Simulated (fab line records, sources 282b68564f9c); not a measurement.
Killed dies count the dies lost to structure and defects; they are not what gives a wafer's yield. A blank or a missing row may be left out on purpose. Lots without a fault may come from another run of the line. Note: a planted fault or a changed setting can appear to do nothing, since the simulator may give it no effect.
Commonality check across tools :: flow rit cmos :: Sampled: 14 lots, 42 wafers

## THE REASON FOR OPENING IT
RIT_WELLDRIVE_RS_MEAS_01, reading NWELL_RS: flagged on 2 of 14 lots. Wafers without a fault read 275.5 ohm/sq, standard deviation 0.63.
Rule: a lot gets a flag if all its wafers with a number sit over 4 standard deviations from that mean, or if no wafer of it has a number. As for the other lots, they are considered sound.

lot: L382
measured: day 2 11:34
on: film metro-03
NWELL_RS (ohm/sq), wafer by wafer: 275.3 275.7 274.8
flag: 

lot: L383
measured: day 2 16:09
on: film metro-02
NWELL_RS (ohm/sq), wafer by wafer: 275.0 276.6 276.9
flag: 

lot: L384
measured: day 2 21:08
on: film metro-03
NWELL_RS (ohm/sq), wafer by wafer: 276.3 275.4 275.1
flag: 

lot: L385
measured: day 3 02:14
on: film metro-03
NWELL_RS (ohm/sq), wafer by wafer: 275.3 276.2 275.9
flag: 

lot: L386
measured: day 3 06:04
on: film metro-04
NWELL_RS (ohm/sq), wafer by wafer: 275.6 275.7 276.1
flag: 

lot: L387
measured: day 3 13:25
on: film metro-03
NWELL_RS (ohm/sq), wafer by wafer: 275.2 275.6 275.9
flag: 

lot: L388
measured: day 3 20:23
on: film metro-04
NWELL_RS (ohm/sq), wafer by wafer: 275.9 276.4 276.7
flag: 

lot: L396
measured: day 5 10:23
on: film metro-03
NWELL_RS (ohm/sq), wafer by wafer: 301.5 300.9 300.6
flag: FLAGGED

lot: L397
measured: day 5 15:26
on: film metro-03
NWELL_RS (ohm/sq), wafer by wafer: 300.5 301.7 301.4
flag: FLAGGED

lot: L398
measured: day 5 18:47
on: film metro-02
NWELL_RS (ohm/sq), wafer by wafer: 275.5 275.0 275.1
flag: 

lot: L400
measured: day 6 06:44
on: film metro-04
NWELL_RS (ohm/sq), wafer by wafer: 276.5 276.3 276.1
flag: 

lot: L401
measured: day 6 13:04
on: film metro-02
NWELL_RS (ohm/sq), wafer by wafer: 275.4 275.8 275.1
flag: 

lot: L403
measured: day 6 19:14
on: film metro-02
NWELL_RS (ohm/sq), wafer by wafer: 275.5 275.5 275.5
flag: 

lot: L404
measured: day 7 02:38
on: film metro-03
NWELL_RS (ohm/sq), wafer by wafer: 275.0 275.7 275.7
flag: 
On average the flagged lots' numbers are 301.1 ohm/sq, which is +25.6 ohm/sq against the usual, or +41 standard deviations.

## WHICH TOOL RAN EACH LOT
The record holds 1 process step before the reading, out of a route of 202 steps. In each cell: the tool, then ch and the chambers that the sampled wafers went through, then the start.
lot: L382
flag: 
RIT_WELLDRIVE_ANNEAL_00: furnace-03 ch 0, day 2 06:28

lot: L383
flag: 
RIT_WELLDRIVE_ANNEAL_00: furnace-01 ch 0, day 2 11:03

lot: L384
flag: 
RIT_WELLDRIVE_ANNEAL_00: furnace-04 ch 0, day 2 16:02

lot: L385
flag: 
RIT_WELLDRIVE_ANNEAL_00: furnace-04 ch 0, day 2 21:07

lot: L386
flag: 
RIT_WELLDRIVE_ANNEAL_00: furnace-01 ch 0, day 3 00:58

lot: L387
flag: 
RIT_WELLDRIVE_ANNEAL_00: furnace-03 ch 0, day 3 08:18

lot: L388
flag: 
RIT_WELLDRIVE_ANNEAL_00: furnace-01 ch 0, day 3 15:19

lot: L396
flag: FLAGGED
RIT_WELLDRIVE_ANNEAL_00: furnace-01 ch 0, day 5 05:16

lot: L397
flag: FLAGGED
RIT_WELLDRIVE_ANNEAL_00: furnace-01 ch 0, day 5 10:21

lot: L398
flag: 
RIT_WELLDRIVE_ANNEAL_00: furnace-04 ch 0, day 5 13:41

lot: L400
flag: 
RIT_WELLDRIVE_ANNEAL_00: furnace-04 ch 0, day 6 01:39

lot: L401
flag: 
RIT_WELLDRIVE_ANNEAL_00: furnace-03 ch 0, day 6 07:59

lot: L403
flag: 
RIT_WELLDRIVE_ANNEAL_00: furnace-03 ch 0, day 6 14:08

lot: L404
flag: 
RIT_WELLDRIVE_ANNEAL_00: furnace-04 ch 0, day 6 21:31
What these steps do:
- RIT_WELLDRIVE_ANNEAL_00: time 14700 s.
- RIT_WELLDRIVE_RS_MEAS_01: measures by four-point-probe.

## FLAGGED OVER TOTAL, TOOL BY TOOL (the gauges that took the reading come last)
step: RIT_WELLDRIVE_ANNEAL_00
tool: furnace-01
lots run: 5
flagged: 2
share of the flagged lots: all
sound lots run after its first flagged lot: 0

step: RIT_WELLDRIVE_ANNEAL_00
tool: furnace-03
lots run: 4
flagged: 0
share of the flagged lots: none
sound lots run after its first flagged lot: -

step: RIT_WELLDRIVE_ANNEAL_00
tool: furnace-04
lots run: 5
flagged: 0
share of the flagged lots: none
sound lots run after its first flagged lot: -

step: RIT_WELLDRIVE_RS_MEAS_01
tool: film metro-02
lots run: 4
flagged: 0
share of the flagged lots: none
sound lots run after its first flagged lot: -

step: RIT_WELLDRIVE_RS_MEAS_01
tool: film metro-03
lots run: 7
flagged: 2
share of the flagged lots: all
sound lots run after its first flagged lot: 1 (L404)

step: RIT_WELLDRIVE_RS_MEAS_01
tool: film metro-04
lots run: 3
flagged: 0
share of the flagged lots: none
sound lots run after its first flagged lot: -

## THE TABLE: WHAT IT ALLOWS
In 2 table rows, all flagged lots were run: furnace-01 (RIT_WELLDRIVE_ANNEAL_00), film metro-03 (RIT_WELLDRIVE_RS_MEAS_01).
- furnace-01 at RIT_WELLDRIVE_ANNEAL_00: 2 of its 5 lots flagged. Its last sound lot is L388 (day 3 15:19), its first flagged lot L396 (day 5 05:16): a fault that began between those two fits. Its own readings lie more than 4 standard deviations out on every wafer of the flagged lots: run length s.
- film metro-03 at RIT_WELLDRIVE_RS_MEAS_01: 2 of its 7 lots flagged. After the first flagged lot (L404), sound lots still ran on it; a lasting fault on the whole tool would not permit that.
Just one tool remains: furnace-01 at RIT_WELLDRIVE_ANNEAL_00.

## WHAT WAS PUT IN BY THE SIMULATOR
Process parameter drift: furnace-01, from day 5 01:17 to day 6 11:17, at RIT_WELLDRIVE_ANNEAL_00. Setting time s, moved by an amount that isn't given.
Lots struck among those shown: L396, L397. The rule above reached the same finding.
